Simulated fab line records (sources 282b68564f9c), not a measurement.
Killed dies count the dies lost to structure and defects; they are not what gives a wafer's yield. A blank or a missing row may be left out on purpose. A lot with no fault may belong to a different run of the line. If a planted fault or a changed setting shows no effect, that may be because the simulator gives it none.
fab line records -- flow rit-cmos
record: lots: 5, wafers: 23
route steps=202 shown NLDD@104 PLDD@122 SPACER@128 PSD@143 SDANNEAL@155
start-h: hours from the record's first day to the start of the lot's first wafer shown -- wait-h: hours from the lot's prior step to this one -- " as in the row above -- L1.1+2: several wafers, shown together as one row -- - value missing, or start not given -- * or withheld: withheld -- < > ~ a bound
route shown NAME@n: names a module that has steps shown in the file, with the first one's number in the route -- usual: mean/standard deviation of fault-free wafers -- same: alike in all rows -- chamber/n: place in a boat -- sites: per-site readings -- _std_site: standard deviation across them -- _edge_site: the outer-site mean with the inner-site mean subtracted -- radius-mm: for every site, how far away it sits from the centre of the wafer -- mask NAME#n: copy n -- behind: the most recent tool/chamber to have shaped the wafer -- hold: cause of the lot's hold/its duration in hours/its outcome -- device: the n, p or np transistor that did not switch -- end of line: tests of these same wafers at the route's end -- a step without rows: its recipe alone -- killed: dies that structure and defects cost at the first sort, which is not the same as the wafer's yield -- map: shows each die of a wafer: x if killed, . if not, _ if none is there
set.NAME: the setting the step ran with; set.NAME@STEP: the setting that earlier step ran with -- model.NAME: the simulator's own value behind a step, which no gauge read
lots with deliberately changed settings; one table per step, one row per wafer
== steps ==
step: RIT_NLDD_COAT_01
recipe: resist: NOVOLAK, spin-rpm: 3250, resist-thk-nm: 1000
lot.wafer,tool,chamber,start-h,wait-h,set.spin-rpm,model.NOVOLAK_of_NLDD_COAT_01.thk-nm
L074.1+2,litho-track-01,0,44.25,0.1,3250,1002
L074.4,litho-track-01,0,44.25,0.1,3362,985.1
L074.5,litho-track-01,0,44.25,0.1,3362,985.5
L074.6,litho-track-01,0,44.25,0.1,3250,1001
L075.1,litho-track-03,0,48.00,0.1,3250,999.7
L075.2,litho-track-03,0,48.00,0.1,3250,998
L075.5,litho-track-03,0,48.00,0.1,3250,997.8
L077.1,litho-track-03,0,59.45,0.1,3250,1002
L077.2,litho-track-03,0,59.45,0.1,3250,994.8
L077.3,litho-track-03,0,59.45,0.1,3250,997.8
L077.4,litho-track-03,0,59.45,0.1,3250,999.4
L077.6,litho-track-03,0,59.45,0.1,3250,999.3
L084.1,litho-track-03,0,90.68,0.1,3100,1029
L084.2,litho-track-03,0,90.68,0.1,3250,1004
L084.4,litho-track-03,0,90.68,0.1,3250,1001
L084.5,litho-track-03,0,90.68,0.1,3250,1003
L084.6,litho-track-03,0,90.68,0.1,3100,1022
L085.1,litho-track-01,0,94.96,0.1,3250,998.6
L085.2,litho-track-01,0,94.96,0.1,3250,1001
L085.4,litho-track-01,0,94.96,0.1,3250,997.5
L085.5,litho-track-01,0,94.96,0.1,3250,1002
L085.6,litho-track-01,0,94.96,0.1,3250,999
step: RIT_NLDD_SOFTBAKE_02
recipe: resist: NOVOLAK, temp-c: 90, time-s: 60
step: RIT_NLDD_EXPOSE_03
recipe: mask-id: M7, na: 0.57, target-cd-nm: 40700, dose-mj: 250
step: RIT_NLDD_DEVELOP_05
recipe: resist: NOVOLAK, develop-time-s: 50, dev-temp-c: 23
step: RIT_NLDD_HARDBAKE_07
recipe: resist: NOVOLAK, temp-c: 140, time-s: 60
lot.wafer,tool,chamber,start-h,wait-h,set.spin-rpm@NLDD_COAT_01,model.NOVOLAK_of_NLDD_COAT_01.thk-nm
L074.1,litho-track-03,0,45.03,0.1,3250,885.5
L074.2,litho-track-03,0,45.03,0.1,3250,885.2
L074.4,litho-track-03,0,45.03,0.1,3362,870.7
L074.5,litho-track-03,0,45.03,0.1,3362,871
L074.6,litho-track-03,0,45.03,0.1,3250,885
L075.1,litho-track-04,0,48.73,0.0,3250,883.6
L075.2,litho-track-04,0,48.73,0.0,3250,882.1
L075.5,litho-track-04,0,48.73,0.0,3250,881.9
L077.1,litho-track-04,0,60.31,0.0,3250,885.1
L077.2,litho-track-04,0,60.31,0.0,3250,879.3
L077.3,litho-track-04,0,60.31,0.0,3250,881.8
L077.4+6,litho-track-04,0,60.31,0.0,3250,883.2
L084.1,litho-track-04,0,91.61,0.0,3100,909.4
L084.2,litho-track-04,0,91.61,0.0,3250,887
L084.4,litho-track-04,0,91.61,0.0,3250,884.6
L084.5,litho-track-04,0,91.61,0.0,3250,886.8
L084.6,litho-track-04,0,91.61,0.0,3100,902.9
L085.1,litho-track-01,0,95.69,0.0,3250,882.5
L085.2,litho-track-01,0,95.69,0.0,3250,884.7
L085.4,litho-track-01,0,95.69,0.0,3250,881.6
L085.5,litho-track-01,0,95.69,0.0,3250,885.1
L085.6,litho-track-01,0,95.69,0.0,3250,882.9
step: RIT_PLDD_IMPLANT_08
recipe: species: BF2, energy-kev: 20, dose-cm2: 9e+14, tilt-deg: 7
lot.wafer,tool,chamber,start-h,wait-h,set.dose-cm2
L074.1+2+4,implanter-01,0,46.73,0.1,9.347e+14
L074.5+6,implanter-01,0,46.73,0.1,9e+14
L075.1+2+5,implanter-01,0,50.31,0.1,9e+14
L077.1+2+3,implanter-01,0,62.04,0.1,8.822e+14
L077.4+6,implanter-01,0,62.04,0.1,9e+14
L084.1+2+4,implanter-02,0,93.31,0.1,9e+14
L084.5+6,implanter-02,0,93.31,0.1,8.498e+14
L085.1+4,implanter-01,0,97.48,0.1,9e+14
L085.2+5+6,implanter-01,0,97.48,0.1,8.479e+14
step: RIT_PLDD_STRIP_09
recipe: chemistry: O2, time-s: 180, resist: NOVOLAK, platen-temp-c: withheld, power-w: 500, pressure-mtorr: 4000, o2-flow-sccm: 4080
step: RIT_PLDD_TW_MEAS_10
usual: PLDD_TW: 2334/17
lot.wafer,tool,chamber,start-h,wait-h,set.dose-cm2@PLDD_IMPLANT_08,PLDD_TW
L074.1,film-metro-03,-,47.05,0.1,9.347e+14,2373
L074.2,film-metro-03,-,47.05,0.1,9.347e+14,2376
L074.4,film-metro-03,-,47.05,0.1,9.347e+14,2368
L074.5,film-metro-03,-,47.05,0.1,9e+14,2350
L074.6,film-metro-03,-,47.05,0.1,9e+14,2357
L075.1,film-metro-03,-,50.63,0.1,9e+14,2325
L075.2,film-metro-03,-,50.63,0.1,9e+14,2330
L075.5,film-metro-03,-,50.63,0.1,9e+14,2327
L077.1,film-metro-04,-,62.37,0.1,8.822e+14,2307
L077.2,film-metro-04,-,62.37,0.1,8.822e+14,2312
L077.3,film-metro-04,-,62.37,0.1,8.822e+14,2309
L077.4,film-metro-04,-,62.37,0.1,9e+14,2307
L077.6,film-metro-04,-,62.37,0.1,9e+14,2324
L084.1,film-metro-02,-,93.63,0.1,9e+14,2348
L084.2,film-metro-02,-,93.63,0.1,9e+14,2336
L084.4,film-metro-02,-,93.63,0.1,9e+14,2344
L084.5,film-metro-02,-,93.63,0.1,8.498e+14,2309
L084.6,film-metro-02,-,93.63,0.1,8.498e+14,2322
L085.1,film-metro-02,-,97.81,0.1,9e+14,2355
L085.2,film-metro-02,-,97.81,0.1,8.479e+14,2313
L085.4,film-metro-02,-,97.81,0.1,9e+14,2359
L085.5,film-metro-02,-,97.81,0.1,8.479e+14,2317
L085.6,film-metro-02,-,97.81,0.1,8.479e+14,2321
step: RIT_SPACER_CVD_03
recipe: material: Si3N4, target-thk-nm: 250, temp-c: 810, precursor: SiH2Cl2/NH3, time-s: 3300, pressure-mtorr: 300, sih2cl2-flow-sccm: 60, nh3-flow-sccm: 150
lot.wafer,tool,chamber,start-h,wait-h,set.temp-c,model.Si3N4_of_SPACER_CVD_03.thk-nm
L074.1,-,-,-,0.0,832.2,371
L074.2+6,-,-,-,0.0,832.2,369
L074.4,-,-,-,0.0,832.2,371.5
L074.5,-,-,-,0.0,832.2,369.2
L075.1,lpcvd-01,1,51.06,0.0,810,248.9
L075.2,lpcvd-01,1,51.06,0.0,810,250.1
L075.5,lpcvd-01,1,51.06,0.0,810,251
L077.1,-,-,-,0.0,794.8,189
L077.2,-,-,-,0.0,794.8,186.9
L077.3,-,-,-,0.0,794.8,189.7
L077.4,-,-,-,0.0,794.8,187.4
L077.6,-,-,-,0.0,794.8,189.2
L084.1,-,-,-,0.0,810,250.5
L084.2,-,-,-,0.0,810,250.9
L084.4,-,-,-,0.0,810,248.5
L084.5,-,-,-,0.0,810,246.9
L084.6,-,-,-,0.0,810,249.2
L085.1,-,-,-,0.0,820.1,302
L085.2,-,-,-,0.0,820.1,301
L085.4,-,-,-,0.0,820.1,301.7
L085.5,-,-,-,0.0,820.1,300.6
L085.6,-,-,-,0.0,820.1,299.3
step: RIT_SPACER_THK_MEAS_04
recipe: reads: Si3N4_of_SPACER_CVD_03
usual: SPACER_NITRIDE_THK: 249.8/2.5
lot.wafer,tool,chamber,start-h,wait-h,set.temp-c@SPACER_CVD_03,SPACER_NITRIDE_THK[nm]
L074.1,film-metro-03,-,-,-,832.2,371.0
L074.2,film-metro-03,-,-,-,832.2,368.8
L074.4,film-metro-03,-,-,-,832.2,371.6
L074.5,film-metro-03,-,-,-,832.2,369.5
L074.6,film-metro-03,-,-,-,832.2,369.0
L075.1,film-metro-01,-,52.97,0.0,810,248.8
L075.2,film-metro-01,-,52.97,0.0,810,250.2
L075.5,film-metro-01,-,52.97,0.0,810,251.2
L077.1,film-metro-04,-,-,-,794.8,188.8
L077.2,film-metro-04,-,-,-,794.8,187.0
L077.3,film-metro-04,-,-,-,794.8,189.7
L077.4,film-metro-04,-,-,-,794.8,187.4
L077.6,film-metro-04,-,-,-,794.8,189.2
L084.1,film-metro-04,-,-,-,810,250.3
L084.2,film-metro-04,-,-,-,810,250.7
L084.4,film-metro-04,-,-,-,810,248.5
L084.5,film-metro-04,-,-,-,810,246.9
L084.6,film-metro-04,-,-,-,810,249.2
L085.1,film-metro-01,-,-,-,820.1,302.2
L085.2,film-metro-01,-,-,-,820.1,301.2
L085.4,film-metro-01,-,-,-,820.1,301.6
L085.5,film-metro-01,-,-,-,820.1,300.2
L085.6,film-metro-01,-,-,-,820.1,299.6
step: RIT_SPACER_ETCHBACK_05
recipe: target-depth-a: 2500, SF6_flow_sccm: 30, CHF3_flow_sccm: 30, target: Si3N4, chemistry: SF6/CHF3, pressure-mtorr: 40, rf-w: 250, time-s: 240, stop-on: SiO2
usual: oes-product-au: 0.852/0.013
lot.wafer,tool,chamber,start-h,wait-h,set.temp-c@SPACER_CVD_03,oes-product-au,model.Si3N4_of_SPACER_CVD_03.thk-nm,model.etch.depth-nm
L074.1,rie-diel-02,0,49.45,0.1,832.2,1.066,286.1,331.1
L074.2,rie-diel-02,2,49.45,0.1,832.2,0.989,290.2,308.8
L074.4,rie-diel-02,3,49.45,0.1,832.2,1.032,289.9,317.4
L074.5,rie-diel-02,3,49.45,0.1,832.2,1.030,288.7,315.3
L074.6,rie-diel-02,0,49.45,0.1,832.2,1.069,285.2,328.2
L075.1,rie-diel-03,3,53.03,0.1,810,0.860,196.3,248.9
L075.2,rie-diel-03,1,53.03,0.1,810,0.870,195.9,250.1
L075.5,rie-diel-03,2,53.03,0.1,810,0.843,199.2,251
L077.1,rie-diel-03,3,64.77,0.1,794.8,0.700,149,189
L077.2,rie-diel-03,2,64.77,0.1,794.8,0.685,148,186.9
L077.3,rie-diel-03,0,64.77,0.1,794.8,0.700,148.7,189.7
L077.4,rie-diel-03,1,64.77,0.1,794.8,0.707,146.4,187.4
L077.6,rie-diel-03,1,64.77,0.1,794.8,0.715,147.9,189.2
L084.1,rie-diel-02,1,96.04,0.1,810,0.858,197.3,250.5
L084.2,rie-diel-02,3,96.04,0.1,810,0.857,196.1,250.9
L084.4,rie-diel-02,2,96.04,0.1,810,0.836,196.1,248.5
L084.5,rie-diel-02,1,96.04,0.1,810,0.835,194.9,246.9
L084.6,rie-diel-02,2,96.04,0.1,810,0.838,196.9,249.2
L085.1,rie-diel-01,1,100.21,0.1,820.1,0.998,235.4,302
L085.2,rie-diel-01,2,100.21,0.1,820.1,0.961,237.8,301
L085.4,rie-diel-01,3,100.21,0.1,820.1,0.972,233.9,301.7
L085.5,rie-diel-01,3,100.21,0.1,820.1,0.972,233.1,300.6
L085.6,rie-diel-01,2,100.21,0.1,820.1,0.964,236.2,299.3
step: RIT_PSD_COAT_01
recipe: resist: NOVOLAK, spin-rpm: 3250, resist-thk-nm: 1000
lot.wafer,tool,chamber,start-h,wait-h,set.spin-rpm,model.NOVOLAK_of_PSD_COAT_01.thk-nm
L074.1,litho-track-03,0,51.30,0.1,3250,1002
L074.2,litho-track-03,0,51.30,0.1,3061,1034
L074.4,litho-track-03,0,51.30,0.1,3250,1001
L074.5,litho-track-03,0,51.30,0.1,3061,1033
L074.6,litho-track-03,0,51.30,0.1,3061,1032
L075.1+2,litho-track-01,0,54.88,0.1,3250,1004
L075.5,litho-track-01,0,54.88,0.1,3250,1002
L077.1+2,litho-track-01,0,66.62,0.1,3250,1003
L077.3,litho-track-01,0,66.62,0.1,3399,980.2
L077.4,litho-track-01,0,66.62,0.1,3399,977.9
L077.6,litho-track-01,0,66.62,0.1,3250,1005
L084.1,litho-track-02,0,97.82,0.1,3327,991.4
L084.2,litho-track-02,0,97.82,0.1,3250,1003
L084.4,litho-track-02,0,97.82,0.1,3327,989.3
L084.5,litho-track-02,0,97.82,0.1,3250,1000
L084.6,litho-track-02,0,97.82,0.1,3250,1002
L085.1,litho-track-01,0,101.93,0.1,3250,998
L085.2,litho-track-01,0,101.93,0.1,3250,995.1
L085.4,litho-track-01,0,101.93,0.1,3401,978.7
L085.5,litho-track-01,0,101.93,0.1,3401,975.5
L085.6,litho-track-01,0,101.93,0.1,3250,1001
step: RIT_PSD_HARDBAKE_07
recipe: resist: NOVOLAK, temp-c: 140, time-s: 60
lot.wafer,tool,chamber,start-h,wait-h,set.temp-c,set.spin-rpm@PSD_COAT_01,model.NOVOLAK_of_PSD_COAT_01.thk-nm
L074.1,litho-track-03,0,52.16,0.0,140,3250,885.8
L074.2,litho-track-03,0,52.16,0.0,140,3061,913.2
L074.4,litho-track-03,0,52.16,0.0,140,3250,884.9
L074.5,litho-track-03,0,52.16,0.0,140,3061,912.5
L074.6,litho-track-03,0,52.16,0.0,140,3061,911.8
L075.1,litho-track-03,0,55.84,0.1,140,3250,887.1
L075.2,litho-track-03,0,55.84,0.1,140,3250,886.9
L075.5,litho-track-03,0,55.84,0.1,140,3250,885.8
L077.1,litho-track-03,0,67.36,0.0,138.3,3250,888.6
L077.2,litho-track-03,0,67.36,0.0,138.3,3250,889.1
L077.3,litho-track-03,0,67.36,0.0,140,3399,866.4
L077.4,litho-track-03,0,67.36,0.0,138.3,3399,866.9
L077.6,litho-track-03,0,67.36,0.0,140,3250,887.7
L084.1,litho-track-01,0,98.68,0.0,137.1,3327,880.8
L084.2,litho-track-01,0,98.68,0.0,140,3250,886
L084.4,litho-track-01,0,98.68,0.0,137.1,3327,878.9
L084.5,litho-track-01,0,98.68,0.0,140,3250,884.2
L084.6,litho-track-01,0,98.68,0.0,137.1,3250,890.2
L085.1,litho-track-03,0,102.67,0.0,140,3250,882
L085.2,litho-track-03,0,102.67,0.0,140,3250,879.5
L085.4,litho-track-03,0,102.67,0.0,140,3401,865.1
L085.5,litho-track-03,0,102.67,0.0,140,3401,862.3
L085.6,litho-track-03,0,102.67,0.0,140,3250,884.5
step: RIT_SDANNEAL_CLEAN_02
recipe: chemistry: SC2, mix: 3:3:50, time-s: 600, temp-c: 75, dry: n2-spin
lot.wafer,tool,chamber,start-h,wait-h,set.time-s
L074.1+2+4+5+6,-,-,-,0.0,530
L075.1+2+5,wet-bench-04,0,56.57,0.0,600
L077.1+2+3+4+6,-,-,-,0.0,644.7
L084.1+2+4+5+6,-,-,-,0.0,675.5
L085.1+2+4+5+6,-,-,-,0.0,636
step: RIT_SDANNEAL_RTA_03
recipe: temp-c: 1050, time-s: 5, idle-temp-c: 600, ramp-up-c-per-s: 342, ramp-down-c-per-s: 171, cool-to-c: 600, ambient: N2
step: RIT_SDANNEAL_RS_MEAS_06
recipe: thk-meas-gauge: four-point-probe
usual: PLDD_RS: 178.3/0.43
lot.wafer,tool,chamber,start-h,wait-h,set.dose-cm2@PLDD_IMPLANT_08,PLDD_RS[ohm/sq]
L074.1,film-metro-04,-,53.38,0.1,9.347e+14,175.3
L074.2,film-metro-04,-,53.38,0.1,9.347e+14,174.8
L074.4,film-metro-04,-,53.38,0.1,9.347e+14,175.4
L074.5,film-metro-04,-,53.38,0.1,9e+14,178.1
L074.6,film-metro-04,-,53.38,0.1,9e+14,178.5
L075.1,film-metro-03,-,57.04,0.1,9e+14,178.4
L075.2,film-metro-03,-,57.04,0.1,9e+14,178.9
L075.5,film-metro-03,-,57.04,0.1,9e+14,179.0
L077.1,film-metro-03,-,68.58,0.1,8.822e+14,180.3
L077.2,film-metro-03,-,68.58,0.1,8.822e+14,180.6
L077.3,film-metro-03,-,68.58,0.1,8.822e+14,179.7
L077.4,film-metro-03,-,68.58,0.1,9e+14,178.7
L077.6,film-metro-03,-,68.58,0.1,9e+14,177.9
L084.1,film-metro-03,-,99.88,0.1,9e+14,177.9
L084.2,film-metro-03,-,99.88,0.1,9e+14,178.0
L084.4,film-metro-03,-,99.88,0.1,9e+14,178.3
L084.5,film-metro-03,-,99.88,0.1,8.498e+14,183.6
L084.6,film-metro-03,-,99.88,0.1,8.498e+14,183.5
L085.1,film-metro-03,-,103.87,0.1,9e+14,177.5
L085.2,film-metro-03,-,103.87,0.1,8.479e+14,183.1
L085.4,film-metro-03,-,103.87,0.1,9e+14,177.9
L085.5,film-metro-03,-,103.87,0.1,8.479e+14,183.6
L085.6,film-metro-03,-,103.87,0.1,8.479e+14,183.9
== key ==
split: step: RIT_NLDD_COAT_01, setting: spin-rpm, stated: 3250, by: wafer
response: step: RIT_NLDD_COAT_01, reading: model.NOVOLAK_of_NLDD_COAT_01.thk-nm, change: -4.88, per: 1%, r: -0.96
response: step: RIT_NLDD_HARDBAKE_07, reading: model.NOVOLAK_of_NLDD_COAT_01.thk-nm, change: -4.27, per: 1%, r: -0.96
split: step: RIT_PLDD_IMPLANT_08, setting: dose-cm2, stated: 9e+14, by: wafer
response: step: RIT_PLDD_TW_MEAS_10, reading: PLDD_TW, change: +5.61, per: 1%, r: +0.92
response: step: RIT_SDANNEAL_RS_MEAS_06, reading: PLDD_RS, change: -0.957, per: 1%, r: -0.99
split: step: RIT_SPACER_CVD_03, setting: temp-c, stated: 810, by: lot
response: step: RIT_SPACER_CVD_03, reading: model.Si3N4_of_SPACER_CVD_03.thk-nm, change: +39.4, per: 1%, r: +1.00
response: step: RIT_SPACER_THK_MEAS_04, reading: SPACER_NITRIDE_THK, change: +39.4, per: 1%, r: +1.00
response: step: RIT_SPACER_ETCHBACK_05, reading: oes-product-au, change: +0.075, per: 1%, r: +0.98
response: step: RIT_SPACER_ETCHBACK_05, reading: model.Si3N4_of_SPACER_CVD_03.thk-nm, change: +30.3, per: 1%, r: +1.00
response: step: RIT_SPACER_ETCHBACK_05, reading: model.etch.depth-nm, change: +29.6, per: 1%, r: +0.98
split: step: RIT_PSD_COAT_01, setting: spin-rpm, stated: 3250, by: wafer
response: step: RIT_PSD_COAT_01, reading: model.NOVOLAK_of_PSD_COAT_01.thk-nm, change: -5.07, per: 1%, r: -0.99
response: step: RIT_PSD_HARDBAKE_07, reading: model.NOVOLAK_of_PSD_COAT_01.thk-nm, change: -4.38, per: 1%, r: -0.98
split: step: RIT_PSD_HARDBAKE_07, setting: temp-c, stated: 140, by: wafer
response none clear
split: step: RIT_SDANNEAL_CLEAN_02, setting: time-s, stated: 600, by: lot
response none clear
